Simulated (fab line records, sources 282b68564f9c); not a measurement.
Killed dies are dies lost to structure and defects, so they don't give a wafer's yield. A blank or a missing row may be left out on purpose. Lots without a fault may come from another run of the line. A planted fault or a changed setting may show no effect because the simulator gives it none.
One fault seen from 2 desks | flow rit_cmos | each desk has only its own numbers; what lay behind them comes last

THE METROLOGY DESK
What the gauges read, lot by lot, whatever tool the lot ran on: means of the sampled wafers that have a number. A lot is out of limits, marked OUT, if its mean lies more than 4 standard deviations from the usual mean; the brackets give that distance.
Columns: A = NSD_TW at RIT_NSD_TW_MEAS_10, usual 3139; B = NSD_RS at RIT_SDANNEAL_RS_MEAS_05, usual 84.51 ohm/sq
lot  | first seen here | A    | B
L711 | day 3 05:56     | 3177 | 84.17
L712 | day 3 08:29     | 3168 | 84.60
L714 | day 3 17:03     | 3168 | 84.63
L715 | day 3 20:14     | 3168 | 84.38
L717 | day 4 05:28     | 3080 | 84.52
L719 | day 4 18:32     | 3172 | 84.58
L720 | day 4 21:29     | 3174 | 84.42
L722 | day 5 07:58     | 3155 | 84.58
L723 | day 5 11:13     | 2993 | 86.13 (+5.8) OUT
L724 | day 5 17:49     | 3075 | 84.85
L726 | day 6 07:13     | 2999 | 86.38 (+6.7) OUT
L731 | day 7 12:47     | 3068 | 84.80
L732 | day 7 17:46     | 3176 | 84.70
L734 | day 8 05:16     | 3154 | 84.27
This desk's finding: out of limits on L723, L726; first on L723, day 5 13:16 (NSD_RS at RIT_SDANNEAL_RS_MEAS_05). In limits: L711, L712, L714, L715, L717, L719, L720, L722, L724, L731, L732, L734.

THE TOOL OWNER'S DESK: implanter-04
The tool's own readings at RIT_NSD_IMPLANT_08: means of the sampled wafers that have a number, for each lot that ran on this tool. A lot is out of limits, marked OUT, if its mean lies more than 4 standard deviations from the usual mean; the brackets give that distance.
Columns: A = beam_energy_keV at RIT_NSD_IMPLANT_08, usual 24.999
lot  | first seen here | A
L711 | day 3 05:37     | 25.003
L714 | day 3 16:44     | 24.998
L720 | day 4 21:11     | 25.000
L723 | day 5 10:54     | 20.497 (-99 or more) OUT
L726 | day 6 06:53     | 20.494 (-99 or more) OUT
This desk's finding: out of limits on L723, L726; first on L723, day 5 10:54 (beam_energy_keV at RIT_NSD_IMPLANT_08). In limits: L711, L714, L720.

PUT TOGETHER
The tool owner's desk could have raised an alarm at day 5 10:54, on L723, L726.
The metrology desk could have raised an alarm at day 5 13:16, on L723, L726.
Of the lots named, all ran RIT_NSD_IMPLANT_08 on implanter-04.

WHAT THE SIMULATOR HAD PUT IN
Process parameter drift: implanter-04, from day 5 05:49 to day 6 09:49, at RIT_NSD_IMPLANT_08. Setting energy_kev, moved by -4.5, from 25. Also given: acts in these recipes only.
Lots struck among those shown: L723, L726.
Hours from the fault's start to each desk's first reading out of limits: the tool owner's desk, 5; the metrology desk, 7.
